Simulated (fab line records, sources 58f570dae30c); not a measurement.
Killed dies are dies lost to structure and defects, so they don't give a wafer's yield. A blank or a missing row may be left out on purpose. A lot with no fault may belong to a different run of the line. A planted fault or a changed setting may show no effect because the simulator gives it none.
fab line records | flow berkeley_cmos170
[record] lots = 14 wafers = 42 last_day = 11
route steps=331 shown M1@242
lots that met no fault: taken from a fault-free run of the same line
start_h: the number of hours between the record's first day and the start of the first shown wafer of the lot | wait_h: how many hours have passed since the lot's step before this one | " repeats the value in the row above | L1.1+2: a single row standing in for several wafers | - no value, or no start was given | * or withheld: withheld | < > ~ a bound
route shown NAME@n: a module of which the file shows steps, and the number in the route of the first | usual: mean/standard deviation taken from wafers without a fault | same: alike in all rows | chamber/n: place in a boat | sites: readings site by site | _std_site: how widely they spread, as a standard deviation | _edge_site: the outer-site mean with the inner-site mean subtracted | radius_mm: how far each site lies from the wafer's centre | mask NAME#n: copy n | behind: the most recent tool/chamber to have shaped the wafer | hold: cause of the lot's hold/its duration in hours/its outcome | device: transistor that didn't switch, given as n, p or np | end of line: the same wafers' tests at the end of the route | a step given without rows: its recipe and nothing more | killed: not the wafer's yield, but the dies lost to structure and defects at the first sort | map: shows each die of a wafer: x if killed, . if not, _ if none is there
set.NAME: the run value of the setting; set.NAME@STEP: its run value at that earlier step | model.NAME: the simulator's own value behind a step, which no gauge read
the route's steps for a sample of lots (tables are steps, rows are wafers)
[[steps]]
[step UCB170_M1_COAT_04]
[recipe] resist = KrF spin_rpm = 1500 resist_thk_nm = 911.6
[usual] exhaust_pa = 44.9/0.95 spin_speed_rpm = 1500.1/1
// columns lot.wafer tool chamber start_h wait_h exhaust_pa spin_speed_rpm
L659.3 litho_track-01 0 162 - 45.2 1500.7
L659.4 " 0 " " 46.0 1500.9
L659.6 " 0 " " 46.2 1500.3
L661.2 litho_track-01 0 162 - 45.4 1501.3
L661.4 " 0 " " 45.2 1502.2
L661.6 " 0 " " 45.1 1499.6
L660.3 litho_track-02 0 164 - 45.3 1500.6
L660.5 " 0 " " 44.7 1500.2
L660.6 " 0 " " 44.8 1500.7
L663.1 litho_track-02 0 168 - 45.5 1500.1
L663.5 " 0 " " 44.6 1500.0
L663.6 " 0 " " 45.3 1500.0
L664.3 litho_track-02 0 168 - 46.5 1501.1
L664.4 " 0 " " 46.4 1500.8
L664.5 " 0 " " 45.3 1500.9
L666.1 litho_track-02 0 185 - 46.5 1499.4
L666.3 " 0 " " 46.1 1500.8
L666.5 " 0 " " 44.3 1500.6
L665.4 litho_track-03 0 186 - 45.0 1500.7
L665.5 " 0 " " 45.2 1500.1
L665.6 " 0 " " 45.2 1501.0
L667.1 litho_track-02 0 191 - 45.2 1497.8
L667.2 " 0 192 - 44.4 1498.7
L667.3 " 0 " " 44.0 1499.9
L668.2 litho_track-03 0 192 - 45.6 1498.6
L668.3 " 0 " " 45.0 1500.5
L668.5 " 0 " " 44.9 1501.2
L669.1 litho_track-02 0 204 - 44.3 1499.5
L669.3 " 0 " " 44.2 1498.4
L669.6 " 0 " " 44.1 1498.6
L670.1 litho_track-02 0 211 - 47.2 1498.6
L670.3 " 0 " " 45.9 1499.1
L670.6 " 0 " " 44.0 1501.0
L675.1 litho_track-03 0 239 - 45.2 1012.1
L675.2 " 0 " " 45.2 1011.4
L675.6 " 0 " " 44.8 1012.7
L678.3 litho_track-01 0 255 - 44.4 1500.8
L678.5 " 0 " " 44.6 1501.0
L678.6 " 0 " " 43.4 1501.4
L680.2 litho_track-03 0 256 - 43.7 1013.7
L680.4 " 0 " " 43.8 1013.5
L680.5 " 0 " " 44.0 1014.2
[step UCB170_M1_CD_MEAS_09]
[recipe] target_cd_nm = 700
[usual] cd_nm = 700.2/1.5
// columns lot.wafer tool chamber start_h wait_h cd_nm
L659.3 cd_sem-01 - 163.18 - 697.5
L659.4 " - " " 698.5
L659.6 " - " " 696.7
L661.2 cd_sem-01 - 163.49 - 698.9
L661.4 " - " " 699.2
L661.6 " - " " 700.1
L660.3 cd_sem-01 - 165.23 - 702.0
L660.5 " - " " 702.4
L660.6 " - " " 701.7
L663.1 cd_sem-01 - 169.07 - 698.6
L663.5 " - " " 698.9
L663.6 " - " " 699.9
L664.3 cd_sem-01 - 169.66 - 699.5
L664.4 " - " " 698.9
L664.5 " - " " 699.7
L666.1 cd_sem-01 - 186.64 - 700.6
L666.3 " - " " 700.4
L666.5 " - " " 700.7
L665.4 cd_sem-01 - 187.23 - 700.0
L665.5 " - " " 700.4
L665.6 " - " " 699.6
L667.1 cd_sem-01 - 192.81 - 701.5
L667.2 " - " " 700.5
L667.3 " - " " 700.5
L668.2 cd_sem-02 - 193.08 - 697.1
L668.3 " - " " 697.7
L668.5 " - " " 699.2
L669.1 cd_sem-02 - 205.56 - 700.6
L669.3 " - " " 700.3
L669.6 " - " " 699.5
L670.1 cd_sem-01 - 212.28 - 701.5
L670.3 " - " " 703.7
L670.6 " - " " 702.6
L675.1 cd_sem-01 - 240.47 - 708.6
L675.2 " - " " 707.6
L675.6 " - " " 707.0
L678.3 cd_sem-02 - 257.17 - 701.4
L678.5 " - " " 702.7
L678.6 " - " " 701.9
L680.2 cd_sem-02 - 257.42 - 707.8
L680.4 " - " " 708.4
L680.5 " - " " 709.5
[[key]]
[first_sign] step = UCB170_M1_COAT_04 reading = spin_speed_rpm direction = down sigmas = 99+ usual = 1500.1 struck = 1012.9
[effect] step = UCB170_M1_CD_MEAS_09 reading = cd_nm direction = up sigmas = 5.4 usual = 700.2 struck = 708.1
met_at UCB170_M1_COAT_04
struck_lots L675,L680
onset_between 192 239
[fault] kind = process_parameter_drift tool = litho_track-03 chamber = - onset_h = 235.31 steps = UCB170_M1_COAT_04 channel = spin_rpm offset = -486.84 shape = step end_h = 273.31 acts_in = these_recipes_only stated = 1500
